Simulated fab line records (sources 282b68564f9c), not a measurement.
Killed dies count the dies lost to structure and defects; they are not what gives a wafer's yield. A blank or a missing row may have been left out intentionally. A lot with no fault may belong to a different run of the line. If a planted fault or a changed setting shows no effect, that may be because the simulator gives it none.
The same fault as seen by 2 desks | flow rit_cmos | only its own numbers are on each desk; what lay behind them is given at the end

DESK OF THE TOOL OWNER: implanter-04
The tool's own readings at RIT_NLDD_IMPLANT_08, given as means over the sampled wafers that have a number, one for each lot that went through this tool. A lot is out of limits, marked OUT, if its mean lies more than 4 standard deviations from the usual mean; the brackets give that distance.
Columns: A = dose_ions_cm2 at RIT_NLDD_IMPLANT_08, usual 4.999e+14; B = end_station_pressure_torr at RIT_NLDD_IMPLANT_08, usual 6.3e-06 Torr; C = faraday_current_uA at RIT_NLDD_IMPLANT_08, usual 1568
lot  | first seen here | A                           | B       | C
L170 | day 3 10:16     | 5.003e+14                   | 6.1e-06 | 1546
L171 | day 3 16:02     | 5.002e+14                   | 6.5e-06 | 1598
L173 | day 3 21:23     | 5.002e+14                   | 6.2e-06 | 1573
L182 | day 5 09:43     | 8.078e+14 (+99 or more) OUT | 7.3e-06 | 2495 (+31) OUT
L186 | day 6 03:24     | 8.081e+14 (+99 or more) OUT | 7.5e-06 | 2541 (+32) OUT
This desk's finding: out of limits on L182, L186; first on L182, day 5 09:43 (dose_ions_cm2 at RIT_NLDD_IMPLANT_08). Within limits: L170, L171, L173.

THE METROLOGY DESK
Means of the sampled wafers that have a number, per lot and without regard to the tool the lot ran on: this is what the gauges read. A lot is out of limits, marked OUT, if its mean lies more than 4 standard deviations from the usual mean; the brackets give that distance.
Columns: A = NLDD_TW at RIT_NLDD_TW_MEAS_10, usual 2493; B = NLDD_RS at RIT_SDANNEAL_RS_MEAS_07, usual 151.5 ohm/sq
lot  | first seen here | A              | B
L170 | day 3 10:34     | 2468           | 150.7
L172 | day 3 15:53     | 2471           | 152.0
L171 | day 3 16:20     | 2457           | 151.8
L173 | day 3 21:43     | 2527           | 152.5
L174 | day 4 00:20     | 2520           | 150.7
L175 | day 4 09:02     | 2493           | 152.2
L176 | day 4 11:28     | 2454           | 151.3
L178 | day 4 14:08     | 2516           | 151.6
L177 | day 4 15:56     | 2460           | 151.5
L182 | day 5 10:02     | 2805 (+10) OUT | 102.7 (-89) OUT
L185 | day 5 22:45     | 2495           | 150.6
L186 | day 6 03:43     | 2857 (+12) OUT | 102.5 (-89) OUT
L190 | day 7 01:45     | 2529           | 151.6
L191 | day 7 08:06     | 2461           | 151.6
Finding of this desk: L182, L186 out of limits, first seen on L182 at day 5 10:02 (NLDD_TW at RIT_NLDD_TW_MEAS_10). Within limits: L170, L172, L171, L173, L174, L175, L176, L178, L177, L185, L190, L191.

TAKEN TOGETHER
On L182, L186, at day 5 09:43, an alarm was possible from the tool owner's desk.
L182, L186 would have let the metrology desk raise an alarm at day 5 10:02.
Of the lots named, all ran RIT_NLDD_IMPLANT_08 on implanter-04.

WHAT THE SIMULATOR HAD PUT IN
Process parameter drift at RIT_NLDD_IMPLANT_08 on implanter-04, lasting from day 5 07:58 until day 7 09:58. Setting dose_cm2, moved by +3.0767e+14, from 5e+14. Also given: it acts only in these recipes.
Shown lots that were struck: L182, L186.
Counting hours from when the fault started, the first reading out of limits came at 2 for the tool owner's desk and at 2 for the metrology desk.
